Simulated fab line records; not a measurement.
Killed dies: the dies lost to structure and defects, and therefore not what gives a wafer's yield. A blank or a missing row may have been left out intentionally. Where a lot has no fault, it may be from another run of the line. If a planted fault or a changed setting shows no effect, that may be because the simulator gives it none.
Matching of chambers || flow berkeley cmos170 || 4 sister chambers for UCB170_V2_CMP_02 on cmp-01
The step polishes SiO2. 4 wafers are shown with their chamber, then 8 later ones without.

WAFERS, EACH WITH ITS CHAMBER
{"wafer": "L859.3", "chamber": 3, "motor current A (A)": 17.4}
{"wafer": "L861.1", "chamber": 1, "motor current A (A)": 16.2}
{"wafer": "L861.5", "chamber": 0, "motor current A (A)": 13.8}
{"wafer": "L868.1", "chamber": 2, "motor current A (A)": 16.5}

WAFERS WHOSE CHAMBER IS MISSING
{"wafer": "L868.5", "motor current A (A)": 17.6}
{"wafer": "L868.6", "motor current A (A)": 16.4}
{"wafer": "L870.1", "motor current A (A)": 14.5}
{"wafer": "L870.5", "motor current A (A)": 16.6}
{"wafer": "L870.6", "motor current A (A)": 16.9}
{"wafer": "L875.1", "motor current A (A)": 17.2}
{"wafer": "L875.2", "motor current A (A)": 16.5}
{"wafer": "L875.4", "motor current A (A)": 16.1}

WHICH CHAMBER EACH ONE RAN IN
{"wafer": "L868.5", "from the rows above": 3, "in truth": 3}
{"wafer": "L868.6", "from the rows above": "can't be placed: 2 or 1", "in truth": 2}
{"wafer": "L870.1", "from the rows above": 0, "in truth": 0}
{"wafer": "L870.5", "from the rows above": "can't be placed: 2 or 1", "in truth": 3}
{"wafer": "L870.6", "from the rows above": "can't be placed: 2 or 3 or 1", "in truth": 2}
{"wafer": "L875.1", "from the rows above": "can't be placed: 3 or 2", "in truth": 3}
{"wafer": "L875.2", "from the rows above": "can't be placed: 2 or 1", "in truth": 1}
{"wafer": "L875.4", "from the rows above": "can't be placed: 1 or 2", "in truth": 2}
2 of 8 placed correctly. Can't be placed from these rows: 6 (the true chamber is among the candidates in 5). Placed wrongly: 0.
How it was worked out, from the rows above alone: a wafer's distance from a chamber is the root of the sum, over the readings, of the square of ((its reading less the chamber's mean) divided by the reading's scatter). The wafer belongs to the nearest chamber; if the next one is less than 2 further off, it can't be placed. Each chamber's mean is taken over the wafers shown for it. The scatter (one wafer shown for each chamber): square how far every hidden wafer sits from the nearest shown wafer, average those squares and take the square root.
